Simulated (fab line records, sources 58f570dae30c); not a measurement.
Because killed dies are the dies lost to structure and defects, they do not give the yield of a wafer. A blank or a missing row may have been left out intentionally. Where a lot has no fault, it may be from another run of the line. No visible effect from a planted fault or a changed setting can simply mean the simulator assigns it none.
Problem report in the 8D (eight disciplines) form, filled by code + flow berkeley cmos170 + the parts of the form that need people (team, actions taken, sign-off) are left out

== 1. WHAT WENT WRONG ==
Mean PLDD_TW at UCB170_PLDD_TW_MEAS_11: 1123 over 6 wafers in 2 lots; fault-free wafers: 1005, standard deviation 9.9. Measured from the usual mean, that is +12 standard deviations.
The first sign was on wafer L656.1 at day 10 21:55, on film metro-03. The record has a number at this step for 42 wafers belonging to 14 lots. Rule for "out" (also "out of limits"): further than 4 standard deviations from the usual mean. The rest of the wafers with a number are treated as sound.

== 2. WHAT IT IS, AND WHAT IT ISN'T ==
| question                    | is                     | is not                                                                 |
|-----------------------------|------------------------|------------------------------------------------------------------------|
| which readings at this step | PLDD_TW                | -                                                                      |
| which lots                  | L656, L657             | L634, L636, L637, L638, L641, L642, L643, L644, L645, L646, L647, L652 |
| which wafers of those lots  | all that have a number | -                                                                      |
| read on which gauges        | film metro-03          | film metro-02, film metro-04                                           |
| when                        | from day 10 21:55      | up to then (36 sound wafers)                                           |

== 3. THE SUSPECTS, EACH WITH WHAT RULES IT OUT ==
Counting: a tool stays on the suspect list if, at a process step up to the reading, it processed all lots that are out and no sound lot following the first of them.
- the gauge at UCB170_PLDD_TW_MEAS_11 is ruled out. All the wafers that are out were read on film metro-03, but those of them that UCB170_PLDD_IMPLANT_09 has rows for are out there too, on other tools.
- implanter-03 at UCB170_PLDD_IMPLANT_09: kept. It processed each lot that is out, first L656 at day 10 21:40, and no sound lot thereafter; up to then, the last sound lot it processed was L652 at day 9 17:29. Its own readings are out on those wafers: beam on s, dose ions cm2, faraday current uA.
Left after counting: implanter-03 at UCB170_PLDD_IMPLANT_09.

== 4. THE CAUSE (what the simulator had put in) ==
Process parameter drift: implanter-03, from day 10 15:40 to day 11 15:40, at UCB170_PLDD_IMPLANT_09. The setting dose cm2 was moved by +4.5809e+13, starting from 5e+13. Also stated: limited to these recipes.
After counting, this tool was the only one left.

== 5. THE EFFECT CHAIN, in route order ==
One row per reading whose mean, taken over the struck wafers that have a number, lies over 3 standard deviations from the usual. Scope: only readings with a usual standard deviation given in the record; hours: median across lots of the time from each lot's start at the first step in this table that gives one to its start at this step; sigmas: change in usual standard deviations.
| hours | step                       | reading            | usual         | on struck wafers | change | sigmas      |
|-------|----------------------------|--------------------|---------------|------------------|--------|-------------|
| 0     | UCB170_PLDD_IMPLANT_09     | beam on s          | 10.00 s       | 16.74            | +6.74  | +35         |
| 0     | UCB170_PLDD_IMPLANT_09     | dose ions cm2      | 5e+13         | 1e+14            | +5e+13 | +99 or more |
| 0     | UCB170_PLDD_IMPLANT_09     | faraday current uA | 158.5         | 181.8            | +23.3  | +8.0        |
| 0     | UCB170_PLDD_TW_MEAS_11     | PLDD_TW            | 1005          | 1123             | +118   | +12         |
| 13    | UCB170_SDANNEAL_RS_MEAS_04 | PLDD_RS            | 1031.8 ohm/sq | 772.5            | -259.3 | -96         |
Process steps it contains:
- UCB170_PLDD_IMPLANT_09

== 6. WHAT WOULD HAVE CAUGHT IT SOONER ==
Counted from the fault's start at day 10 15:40, it took 6 hours until the first out-of-limits reading at a measuring or inspecting step in this record, taken at day 10 21:55.
Tool's own readings at UCB170_PLDD_IMPLANT_09, beam on s, dose ions cm2, faraday current uA: out on all struck wafers the step has rows for; an alarm limit on them would have tripped on the first.
Among the 2 lots that are out, L657 began UCB170_PLDD_IMPLANT_09 on implanter-03 after day 10 21:55. Putting the tool on hold at that point would have spared it.
